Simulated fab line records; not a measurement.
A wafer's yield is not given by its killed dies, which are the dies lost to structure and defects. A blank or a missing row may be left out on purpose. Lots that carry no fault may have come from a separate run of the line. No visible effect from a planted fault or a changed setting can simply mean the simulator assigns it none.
Matching of chambers | flow berkeleyCmos170 | 4 sister chambers for UCB170_CONTACT_ETCH_17 on rieDiel-01
The step etches BARC in N2/H2. 14 wafers are shown with their chamber, then 7 later ones without.

WAFERS PAIRED WITH THEIR CHAMBERS
wafer  | chamber | drypumpMotorCurrentA (A) | throttleValvePct (%) | oesProductAu (a.u.)
L689.3 | 3       | 5.8                      | 13.64                | 1.024
L689.4 | 0       | 5.2                      | 13.27                | 1.003
L689.6 | 1       | 6.5                      | 13.54                | 1.009
L692.3 | 3       | 5.8                      | 13.66                | 1.032
L692.4 | 0       | 5.1                      | 13.28                | 1.014
L692.6 | 3       | 5.8                      | 13.65                | 1.020
L696.1 | 2       | 6.1                      | 13.22                | 1.000
L696.2 | 0       | 5.2                      | 13.26                | 1.006
L696.3 | 1       | 6.5                      | 13.53                | 0.989
L702.2 | 1       | 6.5                      | 13.52                | 0.987
L702.3 | 0       | 5.1                      | 13.27                | 1.009
L702.5 | 2       | 6.1                      | 13.24                | 0.997
L707.4 | 0       | 5.2                      | 13.29                | 1.012
L707.5 | 2       | 6.1                      | 13.22                | 1.018

SIGNATURES (means of the wafers above)
reading              | chamber 0 | chamber 1 | chamber 2 | chamber 3 | scatter within a chamber
drypumpMotorCurrentA | 5.160     | 6.500     | 6.100     | 5.800     | 0.0346
throttleValvePct     | 13.2740   | 13.5300   | 13.2267   | 13.6500   | 0.0109
oesProductAu         | 1.00880   | 0.99500   | 1.00500   | 1.02533   | 0.00841
Rule: a wafer lies at a distance from a chamber equal to the root of the sum of squares, over the readings, of (its reading less the chamber's mean, divided by the reading's scatter). The wafer belongs to the nearest chamber; if the next one is less than 2 further off, it can't be placed. How the scatter is found: for the shown wafers, subtract from each reading the mean of its chamber, square and add these, divide the total by (wafers less chambers), then take the root.

WAFERS MISSING THEIR CHAMBER
wafer  | drypumpMotorCurrentA (A) | throttleValvePct (%) | oesProductAu (a.u.)
L707.6 | 5.8                      | 13.64                | 1.025
L709.2 | 6.1                      | 13.24                | 1.012
L709.5 | 5.8                      | 13.65                | 1.024
L709.6 | 5.1                      | 13.26                | 1.024
L710.3 | 6.5                      | 13.51                | 0.993
L710.5 | 6.5                      | 13.54                | 1.002
L710.6 | 5.1                      | 13.27                | 1.014

CHAMBER TAKEN BY EACH
wafer  | from the rows above | in truth
L707.6 | 3                   | 3
L709.2 | 2                   | 2
L709.5 | 3                   | 3
L709.6 | 0                   | 0
L710.3 | 1                   | 1
L710.5 | 1                   | 1
L710.6 | 0                   | 0
Correctly placed: 7 of 7. Can't be placed from these rows: 0. Placed wrongly: 0.
